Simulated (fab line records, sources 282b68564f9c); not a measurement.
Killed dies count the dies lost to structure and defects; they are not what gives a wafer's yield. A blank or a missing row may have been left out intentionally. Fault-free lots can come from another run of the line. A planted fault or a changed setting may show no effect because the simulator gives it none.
Struck lot and sound lot, side by side + flow rit_cmos + 43 out of 202 route steps
Sound: these wafers, L863.1, L863.4, L863.5. Struck: wafers L879.1, L879.3, L879.5. The cause is given at the end.
For every step that has rows: the tool of each side, followed by ch and its chambers, followed by its first start. Under that, the readings that differ: sound wafers + struck wafers + difference of the means + sigmas: that difference in standard deviations of wafers without a fault.
alike: readings whose means differ by less than 2 such deviations, and words and numbers that are the same on both sides. not compared: withheld readings, readings that some wafer has no value for, bounds like >300 that may hide the same value, and numbers for which the record gives no deviation and whose values overlap.
A row with sigmas, a row that says differs or no value, or rows on one side alone: a step with any of these is where the two part. Numbers that have no deviation but don't overlap get no sigmas and don't part them. A reading that every wafer of one side lacks parts them only if that side has two wafers or more.

first, 5 steps without rows for these wafers: RIT_PLDD_COAT_01 (resist thk 1000 nm); RIT_PLDD_SOFTBAKE_02 (time 60 s); RIT_PLDD_EXPOSE_03 (exposes mask M8, target cd 40900 nm); RIT_PLDD_PEB_04; RIT_PLDD_DEVELOP_05 (develop time 50 s).
RIT_PLDD_OVL_MEAS_06:
  sound on overlay-01, day 3 09:09; struck on overlay-02, day 6 11:19
  alike: PLDD_OVL
then, 2 steps without rows for these wafers: RIT_PLDD_HARDBAKE_07 (time 60 s); RIT_PLDD_IMPLANT_08.
RIT_PLDD_STRIP_09: strips in O2, time 180 s.
  sound on plasma_asher-02 ch 0,1, day 3 09:29; struck on plasma_asher-04 ch 0,1, day 6 11:39
  alike: drypump_motor_current_A
  not compared: rf_hours_counter_h
RIT_PLDD_TW_MEAS_10:
  sound on film_metro-02, day 3 09:40; struck on film_metro-03, day 6 11:50
  alike: PLDD_TW
then, 2 steps without rows for these wafers: RIT_SPACER_CLEAN_00 (cleans in SC1, time 600 s); RIT_SPACER_CLEAN_01 (cleans in dHF, time 30 s).
RIT_SPACER_CLEAN_02: cleans in SC2, time 600 s.
  sound on wet_bench-04 ch 0, day 3 09:55; struck on wet_bench-02 ch 0, day 6 12:07
  alike: bath_guard_temp_C
then, 1 step without rows for these wafers: RIT_SPACER_CVD_03 (deposits Si3N4 from SiH2Cl2/NH3, target thk 250 nm, time 3300 s).
RIT_SPACER_THK_MEAS_04:
  sound on film_metro-04, day 3 12:27; struck on film_metro-01, day 6 14:12
  alike: SPACER_NITRIDE_THK
RIT_SPACER_ETCHBACK_05: etches Si3N4 in SF6/CHF3, stops on SiO2, target depth 250 nm, time 240 s.
  sound on rie_diel-03 ch 1,3, day 3 12:31; struck on rie_diel-04 ch 1,2, day 6 14:16
  alike: drypump_motor_current_A, oes_product_au, throttle_valve_pct
  not compared: rf_hours_counter_h
then, 6 steps without rows for these wafers: RIT_NSD_HMDS_00 (prime time 60 s); RIT_NSD_COAT_01 (resist thk 1000 nm); RIT_NSD_SOFTBAKE_02 (time 60 s); RIT_NSD_EXPOSE_03 (exposes mask M9, target cd 40700 nm); RIT_NSD_PEB_04; RIT_NSD_DEVELOP_05 (develop time 50 s).
RIT_NSD_OVL_MEAS_06:
  sound on overlay-01, day 3 13:38; struck on overlay-01, day 6 15:16
  alike: NSD_OVL
then, 2 steps without rows for these wafers: RIT_NSD_HARDBAKE_07 (time 60 s); RIT_NSD_IMPLANT_08.
RIT_NSD_STRIP_09: strips in O2, time 180 s.
  sound on plasma_asher-01 ch 0,1, day 3 13:58; struck on plasma_asher-03 ch 0,1, day 6 15:38
  alike: drypump_motor_current_A
  not compared: rf_hours_counter_h
RIT_NSD_TW_MEAS_10:
  sound on film_metro-03, day 3 14:08; struck on film_metro-02, day 6 15:49
  alike: NSD_TW
then, 6 steps without rows for these wafers: RIT_PSD_HMDS_00 (prime time 60 s); RIT_PSD_COAT_01 (resist thk 1000 nm); RIT_PSD_SOFTBAKE_02 (time 60 s); RIT_PSD_EXPOSE_03 (exposes mask M10, target cd 40900 nm); RIT_PSD_PEB_04; RIT_PSD_DEVELOP_05 (develop time 50 s).
RIT_PSD_OVL_MEAS_06:
  sound on overlay-02, day 3 15:03; struck on overlay-02, day 6 16:43
  alike: PSD_OVL
then, 2 steps without rows for these wafers: RIT_PSD_HARDBAKE_07 (time 60 s); RIT_PSD_IMPLANT_08.
RIT_PSD_STRIP_09: strips in O2, time 180 s.
  sound on plasma_asher-03 ch 0, day 3 15:23; struck on plasma_asher-01 ch 0,1, day 6 17:04
| reading                     | sound          | struck         | difference | sigmas |
|-----------------------------|----------------|----------------|------------|--------|
| drypump_motor_current_A (A) | 5.39 5.36 5.38 | 6.08 6.04 5.74 | +0.58      | +2     |
  not compared: rf_hours_counter_h
RIT_PSD_TW_MEAS_10:
  sound on film_metro-03, day 3 15:34; struck on film_metro-01, day 6 17:14
  alike: PSD_TW
then, 3 steps without rows for these wafers: RIT_SDANNEAL_CLEAN_00 (cleans in SC1, time 600 s); RIT_SDANNEAL_CLEAN_01 (cleans in dHF, time 30 s); RIT_SDANNEAL_CLEAN_02 (cleans in SC2, time 600 s).
RIT_SDANNEAL_RTA_03: time 5 s.
  sound on rtp_anneal-01 ch 0, day 3 16:01; struck on rtp_anneal-01 ch 0, day 6 17:42
  alike: wafer_temp_C_max
RIT_M1_PROBE_99:
  sound on prober-02, day 3 23:41; struck on prober-02, day 7 01:31
| reading             | sound | struck                                                                     | difference                   | sigmas |
|---------------------|-------|----------------------------------------------------------------------------|------------------------------|--------|
| hold                | - - - | await_dispo/2.4h/release await_dispo/2.4h/release await_dispo/2.4h/release | no value on the sound wafers |        |
| killed_at_front_end | 4 7 6 | 44 49 46                                                                   | +41                          | +14    |
| killed_dies         | 4 7 6 | 44 49 46                                                                   | +41                          | +14    |
  alike: killed_at_contacts, killed_open, killed_short

WHERE THEY PART
Last at RIT_M1_PROBE_99 as far as this record goes, first at RIT_PSD_STRIP_09.

WHY: what had been put in by the simulator
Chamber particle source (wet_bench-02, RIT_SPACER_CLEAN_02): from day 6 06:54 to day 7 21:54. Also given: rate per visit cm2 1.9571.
